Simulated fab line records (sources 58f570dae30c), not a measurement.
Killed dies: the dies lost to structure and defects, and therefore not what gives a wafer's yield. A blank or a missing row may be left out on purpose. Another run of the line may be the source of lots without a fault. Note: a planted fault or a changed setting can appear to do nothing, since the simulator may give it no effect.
Split-lot study | flow berkeley_cmos170 | 12 wafers read across 5 lots, on a route 331 steps long

== SPLIT DETAILS ==
At UCB170_M3_COAT_10 (resist thk 900 nm), the setting resist_thk_nm was moved away from the recipe's 900 nm on 5 of the 12 wafers read, by -3.1% to +1.9%. All remaining wafers had this setting at the recipe value.

== FROM THE SPLIT TO THE READING: what the file shows between them, 3 steps ==
- UCB170_M3_SOFTBAKE_11: time 60 s
- UCB170_M3_EXPOSE_12: exposes mask METAL3, target cd 700 nm
- UCB170_M3_ETCH_17: etches BARC in N2/H2

== THE READING ==
KrF_of_M3_COAT_10.thk_nm (the simulator's own value, which no gauge read), in nm, at UCB170_M3_METAL_ETCH_18 (etches Al in Cl2/BCl3, stops on SiO2, target depth 1170 nm, time 195 s). The file gives no usual value for it. The 7 wafers here that ran the recipe average 217.1 nm, standard deviation 5.3 nm.

wafer  | tool, chamber at the split | resist_thk_nm as run, nm | against the recipe | KrF_of_M3_COAT_10.thk_nm, nm | against lot-mates on the recipe
L076.1 | litho_track-01, 0          | 871.7                    | -3.1%              | 177.4                        | -31.2
L076.5 | litho_track-01, 0          | 900                      | recipe             | 208.6                        | -
L078.5 | litho_track-03, 0          | 879.9                    | -2.2%              | 186.9                        | no lot-mate on the recipe
L078.6 | litho_track-03, 0          | 879.9                    | -2.2%              | 199                          | no lot-mate on the recipe
L079.1 | litho_track-04, 0          | 900                      | recipe             | 213.5                        | -
L079.4 | litho_track-04, 0          | 900                      | recipe             | 215.2                        | -
L079.6 | litho_track-04, 0          | 900                      | recipe             | 223.6                        | -
L082.2 | litho_track-01, 0          | 900                      | recipe             | 220.3                        | -
L082.4 | litho_track-01, 0          | 916.6                    | +1.8%              | 232.6                        | +12.3
L084.1 | litho_track-03, 0          | 916.9                    | +1.9%              | 237.1                        | +17.8
L084.4 | litho_track-03, 0          | 900                      | recipe             | 214.5                        | -
L084.5 | litho_track-03, 0          | 900                      | recipe             | 224.2                        | -

THE FIT
A straight line over all 12 wafers: KrF_of_M3_COAT_10.thk_nm changes by +11 nm for each +1% of resist_thk_nm; r = +0.95; the points scatter about the line by 5.6 nm.
The same after taking each lot's own level away (the mean of its wafers on the recipe; 10 wafers): +9.19 nm for each +1%; r = +0.96; scatter 4 nm.
On that fit, the largest move of resist_thk_nm shifts the reading by 29 nm.
Across the lots, their own levels run from 208.60 to 220.30 nm, a range of 2.2 times the standard deviation given above.
In other words, the slope is changed by the lot-to-lot level; the two fits disagree.
Check: for one of the wafers moved furthest among these (-3.1%), held out of the fit, the line's prediction against its lot-mates is -25.4 nm. Against them it came out at -31.2 nm.

== ADDITIONAL SPLITS CARRIED BY THESE WAFERS ==
These wafers also went through other splits before the reading. Each is held against what the fit with the lots' levels taken away leaves over:
other split on the same wafers  | wafers away from the commonest value | r with KrF_of_M3_COAT_10.thk_nm (lot level and that fit taken away)
UCB170_M1_SPUTTER_00 time_s     | 5                                    | -0.06
UCB170_M1_COAT_04 spin_rpm      | 3                                    | -0.46
UCB170_M1_METAL_ETCH_12 icp_w   | 1                                    | +0.06
UCB170_V1_ETCH_14 rf_w          | 4                                    | -0.28
UCB170_M2_COAT_05 resist_thk_nm | 2                                    | -0.06
UCB170_V2_CVD_00 time_s         | 5                                    | -0.29
UCB170_M3_SPUTTER_01 time_s     | 0                                    | -

== THE WHOLE CHAIN: every reading that the file lists as answering this split, in the file's order ==
step                    | what it does                                                           | reading                                                                   | change (the file's fit)              | r (the file's)
UCB170_M3_COAT_10       | resist thk 900 nm                                                      | KrF_of_M3_COAT_10.thk_nm (the simulator's own value, which no gauge read) | +8.85 nm for each +1% of the setting | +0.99
UCB170_M3_METAL_ETCH_18 | etches Al in Cl2/BCl3, stops on SiO2, target depth 1170 nm, time 195 s | KrF_of_M3_COAT_10.thk_nm (the simulator's own value, which no gauge read) | +9.19 nm for each +1% of the setting | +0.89

== THE FILE'S OWN FIT ==
KrF_of_M3_COAT_10.thk_nm changes by +9.19 nm for each +1% of resist_thk_nm, r = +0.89.
